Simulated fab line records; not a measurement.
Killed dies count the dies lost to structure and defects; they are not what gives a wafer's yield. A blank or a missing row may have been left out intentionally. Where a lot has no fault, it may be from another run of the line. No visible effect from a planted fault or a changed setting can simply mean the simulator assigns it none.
A struck lot beside a sound one :: flow ritCmos :: 14 steps out of a route of 202
Sound: the wafers L330.1, L330.5, L330.6. Wafers struck: L346.1, L346.2, L346.5. Last of all comes the cause.
For every step that has rows: the tool of each side, followed by ch and its chambers, followed by its first start. Under that, the readings that differ: sound wafers :: struck wafers :: difference of the means :: sigmas: that difference in standard deviations of wafers without a fault.
alike: readings whose means differ by less than 2 such deviations, and words and numbers that are the same on both sides. not compared: withheld readings, readings that some wafer has no value for, bounds like >300 that may hide the same value, and numbers for which the record gives no deviation and whose values overlap.
Wherever a step has rows on one side only, a row that says differs or no value, or a row with sigmas, the two part there. Numbers that don't overlap but have no deviation are shown without sigmas and don't part them. A reading that every wafer of one side lacks parts them only if that side has two wafers or more.

first, 1 step without rows for these wafers: RIT_PLDD_IMPLANT_08.
RIT_PLDD_STRIP_09: strips in O2, time 180 s.
  sound on plasmaAsher-03 ch 0,1, day 3 20:22; struck on plasmaAsher-03 ch 0,1, day 7 05:01
  alike: drypumpMotorCurrentA, o2FlowSccm
  not compared: rfHoursCounterH
RIT_PLDD_TW_MEAS_10:
  sound on filmMetro-04 at day 3 20:32; struck on filmMetro-04 at day 7 05:11
  alike: PLDD_TW
then, 4 steps without rows for these wafers: RIT_SPACER_CLEAN_00 (cleans in SC1, time 600 s); RIT_SPACER_CLEAN_01 (cleans in dHF, time 30 s); RIT_SPACER_CLEAN_02 (cleans in SC2, time 600 s); RIT_SPACER_CVD_03 (deposits Si3N4 from SiH2Cl2/NH3, target thk 250 nm, time 3300 s).
RIT_SPACER_THK_MEAS_04:
  sound on filmMetro-02 at day 3 22:54; struck on filmMetro-03 at day 7 07:43
  alike: SPACER_NITRIDE_THK
RIT_SPACER_ETCHBACK_05: etches Si3N4 in SF6/CHF3, stops on SiO2, target depth 250 nm, time 240 s.
  sound on rieDiel-04 ch 0,2, day 3 22:58; struck on rieDiel-02 ch 0,1,3, day 7 07:46
  alike: drypumpMotorCurrentA, oesProductAu, throttleValvePct
  not compared: rfHoursCounterH
then, 3 steps without rows for these wafers: RIT_NSD_HMDS_00 (prime time 60 s); RIT_NSD_COAT_01 (resist thk 1000 nm); RIT_NSD_SOFTBAKE_02 (time 60 s).
RIT_NSD_EXPOSE_03: exposes mask M9, target cd 40700 nm.
  sound on ilineStepper-01 ch 0, day 3 23:38; struck on ilineStepper-01, day 7 08:43
  no value came back on the struck wafers for exposureDoseMJCm2, focusOffsetNm (nm); on the sound wafers exposureDoseMJCm2 reads 249.97 249.81 250.28
  alike: mask
following that, these wafers have no rows for 1 step: RIT_NSD_PEB_04.

WHERE THEY PART
Only at RIT_NSD_EXPOSE_03, as far as this record shows.

WHY: what had been put in by the simulator
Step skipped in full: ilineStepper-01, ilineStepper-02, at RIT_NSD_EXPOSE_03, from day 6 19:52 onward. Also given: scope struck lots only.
